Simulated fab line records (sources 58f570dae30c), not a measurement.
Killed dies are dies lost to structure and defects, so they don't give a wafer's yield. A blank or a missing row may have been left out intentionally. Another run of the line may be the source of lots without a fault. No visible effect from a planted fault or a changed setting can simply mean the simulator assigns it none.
The tool behind it: which one? -- flow berkeley_cmos170 -- 72 wafers from 24 lots sampled at 3 of the route's 331 steps

## WHAT EACH GAUGE READ, for each wafer
UCB170_NWELL_THK_MEAS_05. Usual: NWELL_NITRIDE_THK gives 223.5 nm (standard deviation 2.1).
lot,measured,on,NWELL_NITRIDE_THK (nm),flag
L074,day 2 09:30,film_metro-03,224.4 225.8 224.9,
L075,day 2 12:18,film_metro-02,222.0 221.1 220.4,
L076,day 2 18:29,film_metro-02,224.3 225.6 226.2,
L077,day 3 01:44,film_metro-02,221.5 224.0 222.8,
L079,day 3 10:26,film_metro-02,226.2 227.2 224.9,
L078,day 3 10:27,film_metro-04,224.5 224.6 224.4,
L080,day 3 19:14,film_metro-02,224.6 222.1 223.6,
L081,day 3 23:38,film_metro-02,224.2 222.7 222.9,
L082,day 3 23:38,film_metro-03,220.1 219.0 220.3,
L083,day 4 10:50,film_metro-04,220.7 221.0 221.5,
L084,day 4 10:52,film_metro-02,224.7 222.0 222.8,
L086,day 4 20:43,film_metro-03,226.5 225.7 227.6,
L085,day 4 20:44,film_metro-02,227.3 227.9 225.8,
L087,day 5 03:37,film_metro-02,224.2 224.8 223.5,
L088,day 5 03:38,film_metro-04,219.5 219.9 220.1,
L089,day 5 14:10,film_metro-03,226.1 224.0 226.3,
L090,day 5 20:07,film_metro-04,224.4 222.6 224.7,
L091,day 5 20:07,film_metro-03,225.8 226.8 227.5,
L092,day 6 06:12,film_metro-02,223.8 222.5 222.8,
L094,day 6 14:52,film_metro-03,223.5 221.8 224.2,
L093,day 6 14:53,film_metro-04,223.3 223.3 223.8,
L095,day 6 21:40,film_metro-04,221.3 220.5 221.3,
L096,day 7 03:09,film_metro-02,222.2 222.4 222.8,
L097,day 7 03:10,film_metro-04,222.8 222.5 223.8,

UCB170_PWELL_OVL_MEAS_13. Usual: PWELL_OVL gives -7 nm (standard deviation 5.2).
lot,measured,on,PWELL_OVL (nm),flag
L074,day 3 08:01,overlay-01,-12 -5 -5,
L075,day 3 13:40,overlay-02,-7 -4 -4,
L076,day 3 13:37,overlay-02,-10 2 -3,
L077,day 4 00:20,overlay-02,-11 -15 -14,
L079,day 4 12:03,overlay-01,-16 -3 -6,
L078,day 4 11:55,overlay-02,-8 -12 -11,
L080,day 4 20:04,overlay-01,-11 -7 -3,
L081,day 4 20:31,overlay-01,-11 -5 -4,
L082,day 4 20:20,overlay-02,-7 4 2,
L083,day 5 16:25,overlay-02,2 1 -3,
L084,day 5 16:39,overlay-02,1 -8 -1,
L086,day 5 20:40,overlay-02,-4 -2 -11,
L085,day 5 21:00,overlay-02,-13 -5 -11,
L087,day 5 21:23,overlay-02,-6 -7 -4,
L088,day 5 21:40,overlay-02,-1 -9 -7,
L089,day 6 08:48,overlay-01,-7 -5 2,
L090,day 6 17:10,overlay-02,-11 -11 -1,
L091,day 6 17:25,overlay-01,-1 1 -1,
L092,day 7 02:48,overlay-02,1 0 0,
L094,day 7 10:41,overlay-01,-8 -9 -12,
L093,day 7 10:32,overlay-02,-11 -9 -5,
L095,day 7 20:11,overlay-01,-3 -6 -11,
L096,day 8 03:05,overlay-02,-16 -23 -17,
L097,day 8 02:46,overlay-02,-8 -5 -13,

UCB170_FIELD_THK_MEAS_02. Usual: FIELD_OXIDE_THK gives 560 nm (standard deviation 9.3).
lot,measured,on,FIELD_OXIDE_THK (nm),flag
L074,day 5 04:45,film_metro-04,562 558 556,
L075,day 5 10:33,film_metro-01,565 563 572,
L076,day 5 10:32,film_metro-04,574 578 585,
L077,day 5 19:30,film_metro-01,567 561 558,
L079,day 6 05:47,film_metro-04,571 562 572,
L078,day 6 05:51,film_metro-04,557 549 565,
L080,day 6 15:56,film_metro-01,562 559 561,
L081,day 6 15:56,film_metro-04,546 556 546,
L082,day 6 15:57,film_metro-03,548 553 551,
L083,day 7 13:40,film_metro-04,568 564 571,
L084,day 7 13:41,film_metro-01,549 559 556,
L086,day 7 20:16,film_metro-03,551 558 550,
L085,day 7 20:20,film_metro-04,552 559 548,
L087,day 7 20:15,film_metro-04,559 563 561,
L088,day 7 20:16,film_metro-01,546 541 551,
L089,day 8 03:27,film_metro-03,555 564 554,
L090,day 8 16:20,film_metro-03,568 554 560,
L091,day 8 16:20,film_metro-04,546 553 548,
L092,day 9 01:46,film_metro-04,553 556 547,
L094,day 9 12:22,film_metro-04,580 567 570,
L093,day 9 01:47,film_metro-03,556 555 561,
L095,day 10 01:29,film_metro-03,575 567 571,
L096,day 10 15:34,film_metro-01,563 563 568,
L097,day 10 15:35,film_metro-03,564 561 563,

## TOOL THAT RAN EACH LOT (tool first, then ch and the chambers of the sampled wafers, then the start)
No process step before these readings appears in the record.

## WHAT THE TOOLS THEMSELVES READ (means of the sampled wafers that have a number; where no wafer has one, the mark that the record gives instead)
The record holds no such reading with a usual standard deviation.

## THE ANSWER, worked out from the rows above alone
Rule: take the mean of a lot's wafers that have a number; if it is more than 3 standard deviations from the usual mean, the lot is off. A lot without any number at a reading at which 4 lots or more have one is off too. All remaining lots with rows at the step are treated as sound. First the gauges in route order, then the tools' own readings, where a lot's mean is used as printed above. The first step at which some lot is off is used, and at that step the reading that is off furthest; a lot without a number counts as furthest.
None of the lots is off at any reading shown; this tells nothing.

## WHAT THE SIMULATOR HAD INSERTED
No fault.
